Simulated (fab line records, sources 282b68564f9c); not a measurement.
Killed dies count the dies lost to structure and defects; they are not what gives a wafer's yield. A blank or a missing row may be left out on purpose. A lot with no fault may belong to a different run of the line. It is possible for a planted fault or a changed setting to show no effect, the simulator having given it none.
Struck lot and sound lot, side by side / flow rit cmos / 17 out of 202 route steps
Sound: the wafers L616.1, L616.2, L616.5. Wafers L628.1, L628.4, L628.6 were the ones struck. The cause comes at the end.
Per side, at each step with rows, come the tool, then ch with its chambers, and then its first start. Under that, the readings that differ: sound wafers / struck wafers / difference of the means / sigmas: that difference in standard deviations of wafers without a fault.
alike: readings whose means differ by less than 2 such deviations, and words and numbers that are the same on both sides. not compared: withheld readings, readings that some wafer has no value for, bounds like >300 that may hide the same value, and numbers for which the record gives no deviation and whose values overlap.
Wherever a step has rows on one side only, a row that says differs or no value, or a row with sigmas, the two part there. When numbers do not overlap yet have no deviation, they are printed without sigmas and do not part them. A reading that every wafer of one side lacks parts them only if that side has two wafers or more.

RIT_NWELL_TW_MEAS_10:
  sound on film metro-04 at day 2 13:34; struck on film metro-01 at day 4 23:44
reading=NWELL_TW; sound=2144 2157 2143; struck=2101 2091 2092; difference=-53; sigmas=-3
then, 6 steps without rows for these wafers: RIT_PWELL_HMDS_00 (prime time 60 s); RIT_PWELL_COAT_01 (resist thk 1300 nm); RIT_PWELL_SOFTBAKE_02 (time 60 s); RIT_PWELL_EXPOSE_03 (exposes mask M3, target cd 43700 nm); RIT_PWELL_PEB_04; RIT_PWELL_DEVELOP_05 (develop time 68 s).
RIT_PWELL_OVL_MEAS_06:
  sound on overlay-01 at day 2 14:35; struck on overlay-02 at day 5 00:41
  alike: PWELL_OVL
then, 2 steps without rows for these wafers: RIT_PWELL_HARDBAKE_07 (time 120 s); RIT_PWELL_IMPLANT_08.
RIT_PWELL_STRIP_09: strips in O2, time 180 s.
  sound on plasma asher-01 ch 0,1, day 2 15:01; struck on plasma asher-01 ch 0,1, day 5 01:07
  alike: drypump motor current A, o2 flow sccm
  not compared: rf hours counter h
RIT_PWELL_TW_MEAS_10:
  sound on film metro-02 at day 2 15:11; struck on film metro-04 at day 5 01:17
  alike: PWELL_TW
RIT_WELLDRIVE_ANNEAL_00: time 14700 s.
  sound on furnace-03 ch 0, day 2 15:15; struck on furnace-01 ch 0, day 5 03:58
reading=spike tc centre C (C); sound=1102.3 1103.2 1101.0; struck=1042.2 1042.8 1042.1; difference=-59.8; sigmas=-50
reading=spike tc load C (C); sound=1132 1131 1131; struck=1064 1064 1064; difference=-67; sigmas=-21
reading=spike tc source C (C); sound=1127.2 1128.8 1128.8; struck=1064.1 1063.9 1065.9; difference=-63.6; sigmas=-45
reading=tube center temp C (C); sound=1100 1100.1 1100.1; struck=1040 1039.9 1039.9; difference=-60; sigmas=-99 or more
reading=tube_center_temp_C_max; sound=1102.9 1102.9 1103.1; struck=1042.7 1042.7 1042.6; difference=-60.3; sigmas=-99 or more
reading=zone power load pct (%); sound=40.6 40.3 41.0; struck=36.1 36.3 35.9; difference=-4.5; sigmas=-4
RIT_WELLDRIVE_RS_MEAS_01: measurement is done with a four-point probe.
  sound on film metro-01 at day 2 20:20; struck on film metro-01 at day 5 09:04
reading=NWELL_RS (ohm/sq); sound=277.1 276.1 276.2; struck=349.1 348.7 348.9; difference=+72.4; sigmas=+84
RIT_WELLDRIVE_RS_MEAS_02: measurement is done with a four-point probe.
  sound on film metro-01 at day 2 20:28; struck on film metro-01 at day 5 09:11
reading=PWELL_RS (ohm/sq); sound=436.1 435.9 436.7; struck=501.3 501.7 501.4; difference=+65.2; sigmas=+50
then, 1 step without rows for these wafers: RIT_NRETRO_HMDS_00 (prime time 60 s).
-- the record jumps here: 2 days lie between the struck wafers' starts before and after (it left off in module NRETRO and takes up again in module M1, whose first step shown is number 202 of the route) --
RIT_M1_PROBE_99:
  sound on prober-01 at day 4 08:12; struck on prober-02 at day 7 15:02
reading=model.etest.pmos_0p3.r on ohm um; sound=6483 6370 6361; struck=7215 7227 7150; difference=+793; sigmas=
reading=model.etest.pmos turned.r on ohm um; sound=3564 3557 3465; struck=4082 4126 4119; difference=+580; sigmas=
reading=model.etest.pmos_0p15.r on ohm um; sound=2833 2818 2780; struck=3197 3182 3180; difference=+376; sigmas=
reading=model.etest.nwell pinched.rs ohm sq; sound=341 342.1 341.9; struck=502.3 503.2 501.4; difference=+160.6; sigmas=
reading=model.etest.pwell.rs ohm sq; sound=418.8 420.4 426.7; struck=496.1 490.8 491.2; difference=+70.7; sigmas=
reading=model.etest.pwell pinched.rs ohm sq; sound=466.2 471 476.8; struck=536.6 532.3 530.2; difference=+61.7; sigmas=
reading=model.etest.pmos turned.drive ua um; sound=178.3 180.3 184.4; struck=142.2 139 138.4; difference=-41.1; sigmas=
reading=model.etest.pmos_0p15.drive ua um; sound=251.9 250.3 252.9; struck=203.7 205.4 204.3; difference=-47.2; sigmas=
  alike: killed at contacts, killed at front end, killed dies, killed open, killed short

WHERE THEY PART
At RIT_NWELL_TW_MEAS_10 first; at RIT_WELLDRIVE_RS_MEAS_02 last (within this record only). Later steps at which nothing parts them and some readings are alike: RIT_M1_PROBE_99.

WHY: what the simulator had put in
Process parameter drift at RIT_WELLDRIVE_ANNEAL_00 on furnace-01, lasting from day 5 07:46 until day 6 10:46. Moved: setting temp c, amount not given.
